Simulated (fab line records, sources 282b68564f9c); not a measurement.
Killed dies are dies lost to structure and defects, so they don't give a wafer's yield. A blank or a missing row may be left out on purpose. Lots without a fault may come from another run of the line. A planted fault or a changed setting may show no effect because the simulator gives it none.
Which tool did it? | flow rit_cmos | 14 lots, 42 wafers sampled, at 6 steps of a route of 202

WHAT THE GAUGES READ, wafer by wafer
RIT_ACTIVE_BOW_MEAS_00.
lot  | measured    | on            | INCOMING_BOW (um)
L594 | day 1 10:01 | film_metro-04 | 4 -6 3
L595 | day 1 15:00 | film_metro-03 | 1 8 0
L596 | day 1 20:00 | film_metro-01 | -6 7 16
L598 | day 2 06:00 | film_metro-03 | -3 8 16
L599 | day 2 11:00 | film_metro-03 | 0 -8 -8
L600 | day 2 16:01 | film_metro-04 | 3 -4 -6
L601 | day 2 21:00 | film_metro-04 | -3 13 -2
L602 | day 3 02:00 | film_metro-03 | -7 -2 -10
L609 | day 4 13:00 | film_metro-04 | -6 -4 1
L610 | day 4 18:01 | film_metro-01 | -6 1 10
L613 | day 5 09:00 | film_metro-03 | 14 7 -4
L614 | day 5 14:00 | film_metro-03 | -5 16 3
L616 | day 6 00:02 | film_metro-01 | -3 -9 -5
L617 | day 6 05:01 | film_metro-03 | 3 5 -10

RIT_WELLDRIVE_RS_MEAS_01: measures by four-point-probe.
lot  | measured    | on            | NWELL_RS (ohm/sq)
L594 | day 2 05:51 | film_metro-01 | 276.0 275.3 275.5
L595 | day 2 10:55 | film_metro-01 | 275.7 276.1 275.2
L596 | day 2 14:27 | film_metro-03 | 275.6 275.3 275.3
L598 | day 3 08:22 | film_metro-01 | 275.1 275.6 275.7
L599 | day 3 13:27 | film_metro-02 | 286.0 286.5 287.2
L600 | day 3 19:52 | film_metro-01 | 287.1 286.8 286.0
L601 | day 4 00:25 | film_metro-03 | 276.2 275.5 275.9
L602 | day 4 01:55 | film_metro-03 | 277.2 276.9 276.4
L609 | day 5 09:42 | film_metro-01 | 274.4 275.5 275.1
L610 | day 5 14:48 | film_metro-03 | 276.9 277.2 277.1
L613 | day 6 06:42 | film_metro-03 | 277.1 276.2 276.4
L614 | day 6 10:29 | film_metro-01 | 275.4 275.6 275.8
L616 | day 6 19:26 | film_metro-02 | 276.0 275.4 276.3
L617 | day 7 01:03 | film_metro-01 | 276.2 276.1 275.7

RIT_WELLDRIVE_RS_MEAS_02: measures by four-point-probe.
lot  | measured    | on            | PWELL_RS (ohm/sq)
L594 | day 2 05:58 | film_metro-01 | 430.6 430.6 429.4
L595 | day 2 11:02 | film_metro-01 | 429.3 430.0 430.6
L596 | day 2 14:34 | film_metro-03 | 431.0 429.1 429.9
L598 | day 3 08:29 | film_metro-01 | 430.0 431.3 430.4
L599 | day 3 13:34 | film_metro-02 | 441.6 439.9 440.1
L600 | day 3 19:59 | film_metro-01 | 441.1 440.0 440.9
L601 | day 4 00:32 | film_metro-03 | 430.4 431.4 429.5
L602 | day 4 02:02 | film_metro-03 | 431.3 431.5 430.0
L609 | day 5 09:49 | film_metro-01 | 428.1 430.1 428.6
L610 | day 5 14:55 | film_metro-03 | 431.8 430.9 430.1
L613 | day 6 06:49 | film_metro-03 | 430.5 431.2 432.1
L614 | day 6 10:37 | film_metro-01 | 430.4 430.3 431.3
L616 | day 6 19:33 | film_metro-02 | 429.1 429.9 428.5
L617 | day 7 01:10 | film_metro-01 | 428.9 430.7 429.9

RIT_M1_THK_MEAS_02: measures by xrf.
lot  | measured    | on            | M1_AL_THK (nm)
L594 | day 3 13:27 | film_metro-01 | 393 399 391
L595 | day 3 14:23 | film_metro-04 | 406 406 404
L596 | day 4 02:56 | film_metro-04 | 394 399 389
L598 | day 4 13:16 | film_metro-01 | 406 401 404
L599 | day 4 19:10 | film_metro-01 | 408 407 402
L600 | day 5 02:14 | film_metro-01 | 396 391 393
L601 | day 5 04:45 | film_metro-01 | 405 407 404
L602 | day 5 04:26 | film_metro-04 | 397 405 400
L609 | day 6 12:48 | film_metro-03 | 405 396 399
L610 | day 6 16:38 | film_metro-03 | 396 393 395
L613 | day 7 15:17 | film_metro-03 | 400 399 400
L614 | day 7 15:39 | film_metro-01 | 399 399 403
L616 | day 8 05:03 | film_metro-01 | 409 400 409
L617 | day 8 09:52 | film_metro-03 | 396 397 402

RIT_M1_CD_MEAS_09: target cd 2600 nm.
lot  | measured    | on        | cd_nm (nm)
L594 | day 3 14:24 | cd_sem-01 | 2602.1 2599.5 2600.5
L595 | day 3 15:19 | cd_sem-02 | 2599.7 2599.4 2599.5
L596 | day 4 04:02 | cd_sem-01 | 2598.0 2598.7 2597.6
L598 | day 4 14:20 | cd_sem-01 | 2601.1 2598.5 2598.1
L599 | day 4 20:17 | cd_sem-01 | 2601.0 2600.6 2599.9
L600 | day 5 03:31 | cd_sem-02 | 2602.3 2604.1 2604.5
L601 | day 5 05:49 | cd_sem-02 | 2598.8 2598.2 2601.3
L602 | day 5 05:22 | cd_sem-01 | 2598.3 2599.4 2601.1
L609 | day 6 13:46 | cd_sem-01 | 2599.9 2601.1 2601.1
L610 | day 6 17:36 | cd_sem-01 | 2598.9 2597.6 2599.3
L613 | day 7 16:26 | cd_sem-01 | 2598.2 2599.9 2600.7
L614 | day 7 16:40 | cd_sem-02 | 2597.5 2599.8 2600.3
L616 | day 8 06:01 | cd_sem-01 | 2596.7 2594.9 2596.9
L617 | day 8 10:49 | cd_sem-01 | 2599.8 2601.0 2600.8

WHICH TOOL RAN EACH LOT (tool, then ch and the chambers of the sampled wafers, then the start)
lot  | RIT_WELLDRIVE_ANNEAL_00
L594 | furnace-03 ch 0, day 2 00:45
L595 | furnace-03 ch 0, day 2 05:50
L596 | furnace-01 ch 0, day 2 09:22
L598 | furnace-01 ch 0, day 3 03:17
L599 | furnace-01 ch 0, day 3 08:22
L600 | furnace-01 ch 0, day 3 14:46
L601 | furnace-04 ch 0, day 3 19:20
L602 | furnace-03 ch 0, day 3 20:50
L609 | furnace-04 ch 0, day 5 04:37
L610 | furnace-04 ch 0, day 5 09:42
L613 | furnace-03 ch 0, day 6 01:37
L614 | furnace-04 ch 0, day 6 05:24
L616 | furnace-04 ch 0, day 6 14:19
L617 | furnace-01 ch 0, day 6 19:56
- RIT_WELLDRIVE_ANNEAL_00: time 14700 s.

WHAT THE TOOLS THEMSELVES READ (means of the sampled wafers that have a number; where no wafer has one, the mark that the record gives instead)
RIT_WELLDRIVE_ANNEAL_00.
lot  | tool       | run_length_s (s)
L594 | furnace-03 | 18245
L595 | furnace-03 | 18247
L596 | furnace-01 | 18273
L598 | furnace-01 | 18281
L599 | furnace-01 | 15340
L600 | furnace-01 | 15339
L601 | furnace-04 | 18277
L602 | furnace-03 | 18250
L609 | furnace-04 | 18277
L610 | furnace-04 | 18279
L613 | furnace-03 | 18259
L614 | furnace-04 | 18280
L616 | furnace-04 | 18277
L617 | furnace-01 | 18270

THE ANSWER, worked out from the rows above alone
Rule: what is usual is taken from the lots themselves. Put in order of their means at a reading, lots are off if they are a third of the lots or fewer, leave a main group of 4 or more, and stand apart from it by a gap of 3 or more times the standard deviation of the main group's means; of several such gaps the widest counts. A main group whose means are all the same, to the digits that the tables above print for the reading, isn't used. A lot without any number at a reading at which 4 lots or more have one is off too. The other lots that the step has rows for count as sound. The gauges are gone through in route order, then the tools' own readings, and for those a lot's mean is taken as printed above. The first step at which some lot is off is used, and at that step the reading that is off furthest; a lot without a number counts as furthest.
Off: L599, L600, at RIT_WELLDRIVE_RS_MEAS_01 (NWELL_RS). The main group: mean 275.9 ohm/sq, standard deviation 0.59.
A tool fits if, at a process step before that reading, it ran every lot that is off, and no sound lot after the first of them. The gauges at RIT_WELLDRIVE_RS_MEAS_01 aren't tried: what is off there is off at RIT_WELLDRIVE_ANNEAL_00 too, on other tools, and a gauge's error can't cause that. None of those tried fits.

WHAT THE SIMULATOR HAD PUT IN
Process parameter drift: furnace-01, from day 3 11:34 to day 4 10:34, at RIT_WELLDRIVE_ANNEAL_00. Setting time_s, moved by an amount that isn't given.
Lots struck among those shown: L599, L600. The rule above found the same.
